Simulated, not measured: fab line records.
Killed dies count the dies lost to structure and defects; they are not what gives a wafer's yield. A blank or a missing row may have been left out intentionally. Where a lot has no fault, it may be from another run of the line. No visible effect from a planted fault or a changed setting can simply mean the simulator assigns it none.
Split-lot experiment -- flow berkeleyCmos170 -- 23 wafers read from 5 lots, route of 331 steps

## ABOUT THE SPLIT
At UCB170_NSD_PEB_04, the setting pebTempC was moved away from the recipe's 130 C on 9 of the 23 wafers read, by -2.3% to +2.8%. For the rest of the wafers, this setting stayed at what the recipe calls for.

## FROM THE SPLIT TO THE READING: what the file shows between them, 1 step
- UCB170_NSD_DEVELOP_05: develop time 45 s

## THE READING
At UCB170_NSD_CD_MEAS_06: cdNm in nanometres, against a target cd of 1200 nm. Typical for fault-free wafers on this fab line: 1199.8 nm, with standard deviation 1.2 nm.

wafer,"tool, chamber at the split","pebTempC as run, C",against the recipe,"cdNm, nm",against lot-mates on the recipe
L076.1,"lithoTrack-03, 0",133.3,+2.5%,1219.2,+17.9
L076.2,"lithoTrack-03, 0",133.3,+2.5%,1220.0,+18.7
L076.3,"lithoTrack-03, 0",130,recipe,1201.6,-
L076.4,"lithoTrack-03, 0",130,recipe,1201.1,-
L076.5,"lithoTrack-03, 0",133.3,+2.5%,1220.1,+18.8
L078.1,"lithoTrack-01, 0",130,recipe,1198.9,-
L078.4,"lithoTrack-01, 0",130,recipe,1199.6,-
L078.6,"lithoTrack-01, 0",130,recipe,1199.9,-
L081.1,"lithoTrack-04, 0",130,recipe,1198.2,-
L081.2,"lithoTrack-04, 0",133.6,+2.8%,1220.2,+21.6
L081.3,"lithoTrack-04, 0",133.6,+2.8%,1219.1,+20.5
L081.5,"lithoTrack-04, 0",130,recipe,1198.9,-
L081.6,"lithoTrack-04, 0",133.6,+2.8%,1220.0,+21.4
L084.1,"lithoTrack-01, 0",130,recipe,1199.8,-
L084.2,"lithoTrack-01, 0",130,recipe,1198.7,-
L084.3,"lithoTrack-01, 0",130,recipe,1198.8,-
L084.5,"lithoTrack-01, 0",130,recipe,1199.9,-
L084.6,"lithoTrack-01, 0",130,recipe,1200.1,-
L085.2,"lithoTrack-01, 0",130,recipe,1198.9,-
L085.3,"lithoTrack-01, 0",127,-2.3%,1175.5,-23.5
L085.4,"lithoTrack-01, 0",127,-2.3%,1175.4,-23.6
L085.5,"lithoTrack-01, 0",127,-2.3%,1175.2,-23.8
L085.6,"lithoTrack-01, 0",130,recipe,1199.1,-

THE FIT
A straight line over all 23 wafers: cdNm changes by +8.58 nm for each +1% of pebTempC; r = +0.99; the points scatter about the line by 2 nm.
The same after taking each lot's own level away (the mean of its wafers on the recipe; 23 wafers): +8.42 nm for each +1%; r = +0.99; scatter 1.7 nm.
Per that fit: largest pebTempC move, reading shift of 23 nm.
Measured against the standard deviation above, the lots' own levels, which go from 1198.55 to 1201.35 nm, span 2.3 times it.
Hence the lot-to-lot level has little effect on the slope; both slopes agree.
Check: for one of the wafers moved furthest among these (+2.8%), held out of the fit, the line's prediction against its lot-mates is +22.2 nm. It came out at +21.6 nm against them.

## THESE WAFERS: OTHER SPLITS
Note: prior to the reading, these wafers also went through further splits. Each is held against what the fit with the lots' levels taken away leaves over:
other split on the same wafers,wafers away from the commonest value,r with cdNm (lot level and that fit taken away)
UCB170_PLDD_COAT_01 resistThkNm,5,-0.02
UCB170_NLDD_EXPOSE_03 doseMj,7,+0.39
UCB170_NLDD_PEB_04 pebTempC,5,+0.00

## THE FILE'S OWN FIT
cdNm changes by +8.23 nm for each +1% of pebTempC, r = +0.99.
